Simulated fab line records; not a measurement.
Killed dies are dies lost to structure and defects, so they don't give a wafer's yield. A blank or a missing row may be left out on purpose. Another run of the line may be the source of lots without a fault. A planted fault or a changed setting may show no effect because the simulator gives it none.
Problem report in the 8D (eight disciplines) form, filled by code + flow berkeley_cmos170 + the parts of the form that need people (team, actions taken, sign-off) are left out

1. WHAT WENT WRONG
UCB170_CONTACT_ETCH_17, bias_w: mean 106.8 W on 2 wafers (1 lot); fault-free wafers 100.0 W, standard deviation 0.32. That puts it +21 standard deviations away from the usual mean.
The step: etches BARC in N2/H2.
First seen on wafer L439.2, day 10 07:59, on rie_diel-03. Wafers with a number at this step in the record: 39, from 13 lots. By rule, "out" or "out of limits" means more than 4 standard deviations away from the usual mean. The rest of the wafers with a number are treated as sound.

2. WHAT THIS IS AND IS NOT
| question                    | is                | is not                                                                                 |
|-----------------------------|-------------------|----------------------------------------------------------------------------------------|
| which readings at this step | bias_w            | drypump_motor_current_A, oes_product_au, throttle_valve_pct                            |
| which lots                  | L439              | L422, L423, L424, L425, L426, L428, L430, L431, L441, L442, L443, L444                 |
| which wafers of those lots  | L439.2, L439.4    | L439.5                                                                                 |
| read on which tools         | rie_diel-03       | rie_diel-02, rie_diel-04                                                               |
| when                        | from day 10 07:59 | up to then (25 sound wafers); but 12 sound wafers of L441, L442, L443, L444 came after |

3. THE SUSPECTS, EACH WITH WHAT RULES IT OUT
Counting: if a tool at a process step up to the reading ran every lot that is out, it stays a suspect. Sound lots after the first of them don't rule it out here, since some wafers of a struck lot are sound.
- plasma_asher-04 at UCB170_PSD_STRIP_09 (strips in O2): kept. It ran the lot that is out, L439 (day 9 21:20); its last sound lot up to then is L431 (day 8 09:28).
- rtp_anneal-02 at UCB170_SDANNEAL_RTA_01 (time 5 s): kept. It ran the lot that is out, L439 (day 10 01:08); its last sound lot up to then is L430 (day 8 13:52).
- rie_diel-03 at UCB170_CONTACT_ETCH_17 (etches BARC in N2/H2): kept. It ran the lot that is out, L439 (day 10 07:59); its last sound lot up to then is L430 (day 8 21:11). On those wafers its own readings are out: bias_w.
- Within rie_diel-03 at UCB170_CONTACT_ETCH_17, the wafers that are out were processed in chamber 0 and their sound lot-mates in chamber 2.
The count leaves plasma_asher-04 at UCB170_PSD_STRIP_09, rtp_anneal-02 at UCB170_SDANNEAL_RTA_01, and rie_diel-03 at UCB170_CONTACT_ETCH_17.

4. THE CAUSE (what the simulator had put in)
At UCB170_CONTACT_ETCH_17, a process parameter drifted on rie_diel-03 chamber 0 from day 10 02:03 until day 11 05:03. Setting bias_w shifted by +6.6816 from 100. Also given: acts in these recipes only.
Counting left 3 suspects, and this tool is among them.

5. THE CHAIN OF EFFECTS, in route order
Each row: a reading where the mean over the struck wafers with a number is more than 3 standard deviations away from the usual. Only readings whose record carries a usual standard deviation are examined. hours: median over the lots of the time between each lot's start at the first step of this table that gives one and its start at this step. sigmas: the change, counted in usual standard deviations.
| hours | step                   | reading | usual   | on struck wafers | change | sigmas |
|-------|------------------------|---------|---------|------------------|--------|--------|
| 0     | UCB170_CONTACT_ETCH_17 | bias_w  | 100.0 W | 106.8            | +6.8   | +21    |
Its process steps:
- UCB170_CONTACT_ETCH_17: etches BARC in N2/H2.

6. WHAT WOULD HAVE CAUGHT IT SOONER
In this record no reading fell out of limits until day 10 07:59, 6 hours after the fault had begun at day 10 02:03.
